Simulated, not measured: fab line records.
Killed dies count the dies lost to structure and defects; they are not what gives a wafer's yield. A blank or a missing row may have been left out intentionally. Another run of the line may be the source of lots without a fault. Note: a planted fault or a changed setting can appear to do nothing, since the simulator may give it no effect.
A lot that was struck, set against a sound lot + flow rit-cmos + 45 out of 202 route steps
Sound: the wafers L732.1, L732.5, L732.6. Struck: wafers L739.2, L739.4, L739.6. The cause is named last.
Order at every step that has rows: each side's tool, ch and its chambers, its first start. Under that, the readings that differ: sound wafers + struck wafers + difference of the means + sigmas: that difference in standard deviations of wafers without a fault.
alike: same words and numbers on both sides, and readings whose means sit less than 2 such deviations apart. not compared: any withheld reading, any reading some wafer has no value for, any bound like >300 that may hide the same value, and any number with overlapping values for which the record gives no deviation.
The two part at a step that has a row with sigmas, a row that says differs or no value, or rows on one side only. Numbers that have no deviation but don't overlap get no sigmas and don't part them. A reading missing from all wafers of one side parts the sides only when that side holds two or more wafers.

first, 1 step without rows for these wafers: RIT_ACTIVE_DEVELOP_10 (develop time 48.86 s).
RIT_ACTIVE_CD_MEAS_11: the cd target is 1400 nm.
  sound on cd-sem-01, day 3 21:49; struck on cd-sem-02, day 5 08:28
  alike: cd-nm
then, 1 step without rows for these wafers: RIT_ACTIVE_HARDBAKE_12 (time 60 s).
RIT_ACTIVE_ETCH_13: etches Si3N4 in SF6, stops on SiO2, time 210 s, target depth 210 nm.
  sound on rie-diel-03 ch 0,2,3, day 3 22:05; struck on rie-diel-01 ch 1,2,3, day 5 08:44
  alike: drypump-motor-current-A, oes-product-au, rf-fwd-power-W, throttle-valve-pct
  not compared: rf-hours-counter-h
RIT_ACTIVE_STRIP_14: strips in O2, time 180 s.
  sound on plasma-asher-02 ch 0,1, day 3 22:13; struck on plasma-asher-02 ch 0,1, day 5 08:53
  alike: drypump-motor-current-A, rf-refl-power-W
  not compared: rf-hours-counter-h
RIT_ACTIVE_CD_MEAS_90: the cd target is 1400 nm.
  sound on cd-sem-02, day 3 22:24; struck on cd-sem-01, day 5 09:04
  alike: cd-nm
then, 4 steps without rows for these wafers: RIT_ACTIVE_CLEAN_15 (cleans in SC1, time 600 s); RIT_ACTIVE_CLEAN_16 (cleans in dHF, time 30 s); RIT_ACTIVE_CLEAN_17 (cleans in SC2, time 600 s); RIT_FOX1_OXIDATION_00 (target thk 350.7 nm, ox time 1130 s).
RIT_FOX1_THK_MEAS_01:
  sound on film-metro-02, day 4 00:40; struck on film-metro-01, day 5 17:49
  alike: FOX1_OXIDE_THK
then, 1 step without rows for these wafers: RIT_FOX1_WET_ETCH_02 (etches SiO2 in BOE, target depth 350 nm, time 390 s).
RIT_FOX2_OXIDATION_00: target thk 350.7 nm, ox time 1130 s.
  sound on furnace-01 ch 0, day 4 00:51; struck on furnace-03 ch 0, day 5 19:52
| reading                                     | sound             | struck            | difference | sigmas |
|---------------------------------------------|-------------------|-------------------|------------|--------|
| model.SiO2_of_FOX2_OXIDATION_00.thk-nm (nm) | 342.5 335.9 339.4 | 505.6 506.4 499.3 | +164.5     |        |
| model.Si3N4_of_ACTIVE_CVD_03.thk-nm (nm)    | 135.1 133.3 132.4 | 129.5 128.7 129.3 | -4.4       |        |
  alike: ox-temp-c
RIT_FOX2_THK_MEAS_01:
  sound on film-metro-01, day 4 02:10; struck on film-metro-04, day 5 21:11
| reading             | sound       | struck      | difference | sigmas |
|---------------------|-------------|-------------|------------|--------|
| FOX2_OXIDE_THK (nm) | 343 336 339 | 506 506 500 | +165       | +25    |
RIT_FOX2_CLEAN_02: cleans in dHF, time 186.9 s.
  sound on wet-bench-02 ch 2, day 4 02:13; struck on wet-bench-03 ch 1, day 5 21:14
| reading                                  | sound             | struck            | difference | sigmas |
|------------------------------------------|-------------------|-------------------|------------|--------|
| model.Si3N4_of_ACTIVE_CVD_03.thk-nm (nm) | 134.7 132.9 131.9 | 129.1 128.3 128.8 | -4.4       |        |
then, 1 step without rows for these wafers: RIT_FOX2_WET_ETCH_03 (etches Si3N4 in H3PO4, target depth 195 nm, time 2700 s).
RIT_FOX2_THK_MEAS_90:
  sound on film-metro-04, day 4 03:07; struck on film-metro-01, day 5 22:04
| reading                     | sound       | struck      | difference | sigmas |
|-----------------------------|-------------|-------------|------------|--------|
| FIELD_OXIDE_LEFT_1_THK (nm) | 315 308 312 | 478 479 472 | +165       | +25    |
then, 6 steps without rows for these wafers: RIT_NWELL_HMDS_00 (prime time 60 s); RIT_NWELL_COAT_01 (resist thk 1300 nm); RIT_NWELL_SOFTBAKE_02 (time 60 s); RIT_NWELL_EXPOSE_03 (exposes mask M2, target cd 43900 nm); RIT_NWELL_PEB_04; RIT_NWELL_DEVELOP_05 (develop time 68 s).
RIT_NWELL_OVL_MEAS_06:
  sound on overlay-02, day 4 04:03; struck on overlay-02, day 5 23:07
  alike: NWELL_OVL
then, 2 steps without rows for these wafers: RIT_NWELL_HARDBAKE_07 (time 120 s); RIT_NWELL_IMPLANT_08.
RIT_NWELL_STRIP_09: strips in O2, time 180 s.
  sound on plasma-asher-04 ch 0,1, day 4 04:29; struck on plasma-asher-03 ch 0,1, day 5 23:33
  alike: drypump-motor-current-A, rf-refl-power-W
  not compared: rf-hours-counter-h
RIT_NWELL_TW_MEAS_10:
  sound on film-metro-01, day 4 04:40; struck on film-metro-01, day 5 23:44
  alike: NWELL_TW
then, 2 steps without rows for these wafers: RIT_PWELL_HMDS_00 (prime time 60 s); RIT_PWELL_COAT_01 (resist thk 1300 nm).
RIT_PWELL_SOFTBAKE_02: time 61.77 s.
  sound on litho-track-03 ch 0, day 4 05:01; struck on litho-track-03 ch 0, day 6 00:07
  alike: plate-sensor-t-centre-C, plate-sensor-t-edge-C
then, 3 steps without rows for these wafers: RIT_PWELL_EXPOSE_03 (exposes mask M3, target cd 43700 nm); RIT_PWELL_PEB_04; RIT_PWELL_DEVELOP_05 (develop time 68 s).
RIT_PWELL_OVL_MEAS_06:
  sound on overlay-01, day 4 05:36; struck on overlay-01, day 6 00:40
  alike: PWELL_OVL
then, 2 steps without rows for these wafers: RIT_PWELL_HARDBAKE_07 (time 120 s); RIT_PWELL_IMPLANT_08.
RIT_PWELL_STRIP_09: strips in O2, time 180 s.
  sound on plasma-asher-01 ch 0,1, day 4 06:02; struck on plasma-asher-04 ch 0,1, day 6 01:06
  alike: drypump-motor-current-A, rf-refl-power-W
  not compared: rf-hours-counter-h
RIT_PWELL_TW_MEAS_10:
  sound on film-metro-01, day 4 06:13; struck on film-metro-02, day 6 01:17
  alike: PWELL_TW
then, 1 step without rows for these wafers: RIT_WELLDRIVE_ANNEAL_00 (time 14700 s).
RIT_WELLDRIVE_RS_MEAS_01: uses a four-point probe to measure.
  sound on film-metro-04, day 4 11:22; struck on film-metro-01, day 6 07:10
  alike: NWELL_RS
RIT_WELLDRIVE_RS_MEAS_02: uses a four-point probe to measure.
  sound on film-metro-04, day 4 11:29; struck on film-metro-01, day 6 07:17
  alike: PWELL_RS
RIT_FOX2_THK_MEAS_91:
  sound on film-metro-03, day 4 15:50; struck on film-metro-04, day 6 11:08
| reading                     | sound       | struck      | difference | sigmas |
|-----------------------------|-------------|-------------|------------|--------|
| FIELD_OXIDE_LEFT_2_THK (nm) | 247 240 243 | 410 411 404 | +165       | +25    |
RIT_SILICIDE_WET_ETCH_00: etches SiO2 in BOE, target depth 14 nm, time 15 s.
  sound on wet-bench-01 ch 0, day 5 12:26; struck on wet-bench-03 ch 0, day 7 06:40
| reading                                     | sound           | struck          | difference | sigmas |
|---------------------------------------------|-----------------|-----------------|------------|--------|
| model.SiO2_of_FOX2_OXIDATION_00.thk-nm (nm) | 142.7 134.4 140 | 305 306.8 299.7 | +165       |        |
RIT_M1_PROBE_99:
  sound on prober-02, day 5 19:13; struck on prober-01, day 7 13:51
| reading                             | sound             | struck            | difference | sigmas |
|-------------------------------------|-------------------|-------------------|------------|--------|
| model.etest.nldd.width-nm (nm)      | 3148 3122 3118    | 2835 2847 2857    | -283       |        |
| model.etest.pldd.width-nm (nm)      | 3130 3132 3152    | 2839 2858 2839    | -293       |        |
| model.etest.nplus-sal.width-nm (nm) | 3412 3429 3396    | 3316 3318 3291    | -104       |        |
| model.etest.pplus-sal.width-nm (nm) | 3438 3443 3400    | 3318 3308 3293    | -121       |        |
| model.etest.pwell.rs-ohm-sq         | 406.7 413.1 403.6 | 538.4 541.2 520.1 | +125.4     |        |
| model.etest.nmos-narrow.drive-ua-um | 217.8 219.6 216.4 | 175.4 174.1 171.5 | -44.3      |        |
| model.etest.pmos-narrow.drive-ua-um | 98.07 101.1 97.27 | 78.78 76.4 77.2   | -21.35     |        |
| model.etest.pldd.line-ohm-um        | 150 144.9 145.9   | 154.5 162.7 160   | +12.1      |        |
  alike: killed-at-front-end, killed-dies, killed-open, killed-short

WHERE THEY PART
Earliest at RIT_FOX2_THK_MEAS_01; latest, in this record, at RIT_FOX2_THK_MEAS_91. Later steps at which nothing parts them and some readings are alike: RIT_M1_PROBE_99.

WHY: what had been put in by the simulator
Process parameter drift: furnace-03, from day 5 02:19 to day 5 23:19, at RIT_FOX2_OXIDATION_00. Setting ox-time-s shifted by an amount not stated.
